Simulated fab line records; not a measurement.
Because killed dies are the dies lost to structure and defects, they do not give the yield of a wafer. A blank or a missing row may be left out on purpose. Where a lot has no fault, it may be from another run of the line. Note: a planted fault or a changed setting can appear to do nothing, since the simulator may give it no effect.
Which tool is to blame?    flow berkeley_cmos170    Sampling: 14 lots, 42 wafers, 6 of 331 route steps

WHAT THE GAUGES READ, wafer by wafer
UCB170_M2_CD_MEAS_15: the cd target is 700 nm. Usual: cd_nm 699.6 nm, standard deviation 1.7.
lot   measured      on         cd_nm (nm)         flag
L584  day 8 06:01   cd_sem-02  698.6 699.9 698.3  
L587  day 8 10:44   cd_sem-02  696.9 697.3 698.3  
L586  day 8 11:00   cd_sem-01  702.1 702.5 701.3  
L588  day 8 11:14   cd_sem-01  701.1 700.0 698.3  
L590  day 9 01:02   cd_sem-02  698.0 697.3 697.6  
L591  day 9 01:31   cd_sem-02  697.4 697.7 698.1  
L596  day 10 06:58  cd_sem-01  698.8 697.1 698.2  
L595  day 10 08:02  cd_sem-01  699.6 699.5 700.2  
L598  day 11 01:23  cd_sem-02  701.9 702.8 703.4  
L599  day 11 17:23  cd_sem-01  701.0 700.6 700.9  
L601  day 11 18:21  cd_sem-01  698.5 698.4 698.1  
L602  day 12 06:26  cd_sem-02  700.2 699.6 701.4  
L606  day 12 17:23  cd_sem-01  697.1 697.5 697.7  
L605  day 12 18:04  cd_sem-02  698.3 699.4 699.2  

UCB170_M2_CD_MEAS_90: the cd target is 700 nm. Usual: cd_nm 699.0 nm, standard deviation 2.9.
lot   measured      on         cd_nm (nm)         flag
L584  day 8 06:29   cd_sem-02  699.9 700.4 701.1  
L587  day 8 11:14   cd_sem-02  697.6 692.3 695.4  
L586  day 8 11:29   cd_sem-02  700.9 700.6 701.0  
L588  day 8 11:44   cd_sem-01  697.3 695.4 696.6  
L590  day 9 01:31   cd_sem-01  697.8 693.2 697.8  
L591  day 9 02:01   cd_sem-02  696.7 697.6 698.4  
L596  day 10 07:29  cd_sem-01  698.4 693.8 698.2  
L595  day 10 08:31  cd_sem-02  703.0 703.7 700.6  
L598  day 11 01:52  cd_sem-02  727.6 728.2 726.1  OFF
L599  day 11 18:03  cd_sem-02  721.8 724.4 724.2  OFF
L601  day 11 18:50  cd_sem-02  696.0 694.1 694.2  
L602  day 12 06:55  cd_sem-02  698.3 696.9 698.0  
L606  day 12 17:52  cd_sem-01  694.5 694.9 695.1  
L605  day 12 18:33  cd_sem-01  698.4 699.4 701.2  

UCB170_V2_OVL_MEAS_13. Usual: for V2_OVL the level is -1 nm and the standard deviation is 5.2.
lot   measured      on          V2_OVL (nm)  flag
L584  day 8 08:40   overlay-01  3 -7 3       
L587  day 8 13:11   overlay-02  3 -1 2       
L586  day 8 13:34   overlay-01  4 -2 3       
L588  day 8 13:48   overlay-02  4 7 2        
L590  day 9 03:30   overlay-01  1 8 -1       
L591  day 9 04:17   overlay-02  -2 3 2       
L596  day 10 09:50  overlay-02  -9 -12 -8    
L595  day 10 10:51  overlay-01  -1 6 4       
L601  day 11 21:18  overlay-02  -3 -2 5      
L602  day 12 09:30  overlay-02  -6 -3 -4     
L606  day 12 20:22  overlay-02  -4 -1 -2     
L605  day 12 21:29  overlay-02  -10 3 -6     

EACH LOT AND THE TOOL THAT RAN IT (in order: tool; ch and the chambers of the sampled wafers; start)
lot   UCB170_M2_SPUTTER_01          UCB170_M2_METAL_ETCH_18            UCB170_M2_STRIP_19
L584  pvd_sputter-04, day 8 04:02   rie_metal-04 ch 0, day 8 06:11     plasma_asher-02 ch 0, day 8 06:22
L587  pvd_sputter-02, day 8 08:44   rie_metal-04 ch 0,1, day 8 10:56   plasma_asher-03 ch 0,1, day 8 11:07
L586  pvd_sputter-03, day 8 08:53   rie_metal-01 ch 0,1, day 8 11:11   plasma_asher-01 ch 0,1, day 8 11:22
L588  pvd_sputter-04, day 8 09:02   rie_metal-02 ch 1, day 8 11:25     plasma_asher-02 ch 1, day 8 11:37
L590  pvd_sputter-02, day 8 22:13   rie_metal-02 ch 0,1, day 9 01:13   plasma_asher-02 ch 0,1, day 9 01:23
L591  pvd_sputter-03, day 8 22:38   rie_metal-04 ch 0,1, day 9 01:43   plasma_asher-01 ch 0,1, day 9 01:55
L596  pvd_sputter-02, day 10 05:01  rie_metal-01 ch 1, day 10 07:11    plasma_asher-02 ch 0,1, day 10 07:23
L595  pvd_sputter-04, day 10 05:35  rie_metal-02 ch 0,1, day 10 08:14  plasma_asher-01 ch 0,1, day 10 08:23
L598  pvd_sputter-04, day 10 23:00  rie_metal-04 ch 0, day 11 01:35    plasma_asher-02 ch 0,1, day 11 01:46
L599  pvd_sputter-04, day 11 14:38  rie_metal-04 ch 0, day 11 17:35    plasma_asher-01 ch 0,1, day 11 17:57
L601  pvd_sputter-03, day 11 15:18  rie_metal-01 ch 0,1, day 11 18:32  plasma_asher-02 ch 0,1, day 11 18:43
L602  pvd_sputter-03, day 12 03:05  rie_metal-01 ch 0,1, day 12 06:37  plasma_asher-01 ch 0,1, day 12 06:49
L606  pvd_sputter-03, day 12 15:10  rie_metal-01 ch 1, day 12 17:35    plasma_asher-01 ch 0,1, day 12 17:46
L605  pvd_sputter-04, day 12 15:40  rie_metal-02 ch 0,1, day 12 18:17  plasma_asher-01 ch 0,1, day 12 18:27
- UCB170_M2_SPUTTER_01: material Al, target thk 900 nm, time 120 s.
- UCB170_M2_METAL_ETCH_18: etches Al in Cl2/BCl3, stops on SiO2, target depth 1170 nm, time 195 s.
- UCB170_M2_STRIP_19: strips in O2.

AS READ BY THE TOOLS THEMSELVES (means over the sampled wafers that have a number; for cases with no such wafer, the mark the record gives instead)
UCB170_M2_SPUTTER_01. Usual: throttle_valve_pct 30.4 %, standard deviation 0.77.
lot   tool            throttle_valve_pct (%)  flag
L584  pvd_sputter-04  30.4                    
L587  pvd_sputter-02  29.8                    
L586  pvd_sputter-03  31.0                    
L588  pvd_sputter-04  30.3                    
L590  pvd_sputter-02  29.7                    
L591  pvd_sputter-03  30.9                    
L596  pvd_sputter-02  30.8                    
L595  pvd_sputter-04  30.0                    
L598  pvd_sputter-04  30.4                    
L599  pvd_sputter-04  30.1                    
L601  pvd_sputter-03  30.8                    
L602  pvd_sputter-03  31.3                    
L606  pvd_sputter-03  31.4                    
L605  pvd_sputter-04  30.2                    

UCB170_M2_METAL_ETCH_18. Usual: chamber_pressure_mTorr 12.002 mTorr, standard deviation 0.012; drypump_motor_current_A 5.8 A, standard deviation 0.32; oes_product_au 0.848 a.u., standard deviation 0.018; throttle_valve_pct 24.4 %, standard deviation 0.31.
lot   tool          chamber_pressure_mTorr (mTorr)  drypump_motor_current_A (A)  oes_product_au (a.u.)  throttle_valve_pct (%)  flag
L584  rie_metal-04  12.001                          5.8                          0.880                  24.8                    
L587  rie_metal-04  12.005                          5.8                          0.871                  24.6                    
L586  rie_metal-01  12.019                          5.8                          0.837                  24.4                    
L588  rie_metal-02  11.995                          6.4                          0.830                  24.7                    
L590  rie_metal-02  12.004                          5.8                          0.840                  24.2                    
L591  rie_metal-04  11.991                          5.8                          0.864                  24.3                    
L596  rie_metal-01  11.998                          5.9                          0.837                  24.3                    
L595  rie_metal-02  12.007                          5.8                          0.847                  24.2                    
L598  rie_metal-04  11.996                          5.7                          0.737                  24.9                    OFF
L599  rie_metal-04  12.003                          5.7                          0.743                  24.9                    OFF
L601  rie_metal-01  12.003                          5.6                          0.838                  24.6                    
L602  rie_metal-01  12.000                          5.6                          0.851                  24.6                    
L606  rie_metal-01  11.995                          5.9                          0.832                  24.3                    
L605  rie_metal-02  11.995                          6.1                          0.829                  24.5                    

UCB170_M2_STRIP_19. Usual: chamber_pressure_mTorr 3500 mTorr, standard deviation 3.4; drypump_motor_current_A 5.7 A, standard deviation 0.49; oes_product_au 0.533 a.u., standard deviation 0.015.
lot   tool             chamber_pressure_mTorr (mTorr)  drypump_motor_current_A (A)  oes_product_au (a.u.)  flag
L584  plasma_asher-02  3501                            5.1                          0.527                  
L587  plasma_asher-03  3501                            5.4                          0.526                  
L586  plasma_asher-01  3499                            6.1                          0.537                  
L588  plasma_asher-02  3503                            5.3                          0.531                  
L590  plasma_asher-02  3498                            5.1                          0.531                  
L591  plasma_asher-01  3505                            6.1                          0.539                  
L596  plasma_asher-02  3499                            5.2                          0.520                  
L595  plasma_asher-01  3503                            6.1                          0.540                  
L598  plasma_asher-02  3501                            5.2                          0.720                  OFF
L599  plasma_asher-01  3502                            6.1                          0.717                  OFF
L601  plasma_asher-02  3501                            5.2                          0.546                  
L602  plasma_asher-01  3503                            6.1                          0.529                  
L606  plasma_asher-01  3500                            6.1                          0.521                  
L605  plasma_asher-01  3498                            6.1                          0.531                  

THE ANSWER, worked out from the rows above alone
Rule: a lot is off if the mean of its wafers that have a number lies more than 3 standard deviations from the usual mean. Also off: a lot with no number at a reading for which 4 or more lots have one. The other lots that the step has rows for count as sound. First the gauges in route order, then the tools' own readings, where a lot's mean is used as printed above. At the first step where some lot is off, the reading lying furthest off is the one used; lots without a number count as furthest.
Off: L598, L599 (UCB170_M2_CD_MEAS_90, cd_nm).
A tool fits if, at a process step before that reading, it ran every lot that is off, and no sound lot after the first of them. Not tried: the gauges at UCB170_M2_CD_MEAS_90; whatever is off there is also off at UCB170_M2_METAL_ETCH_18, on other tools, and gauge error can't account for it. One fits: UCB170_M2_METAL_ETCH_18 on rie_metal-04. Its last sound lot is L591 (day 9 01:43), its first lot that is off L598 (day 11 01:35): a fault that began between those two fits.
On the lots that are off, the tool's own readings at UCB170_M2_METAL_ETCH_18 differ by more than 5 times the standard deviation of the sound lots' means, which bears it out; oes_product_au reads 0.740 a.u. there versus 0.846 a.u. on the sound lots.

WHAT WAS PUT IN BY THE SIMULATOR
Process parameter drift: rie_metal-04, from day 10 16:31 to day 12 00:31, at UCB170_M2_METAL_ETCH_18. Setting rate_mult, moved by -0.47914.
Shown lots that were struck: L598, L599. Same finding as the rule above.
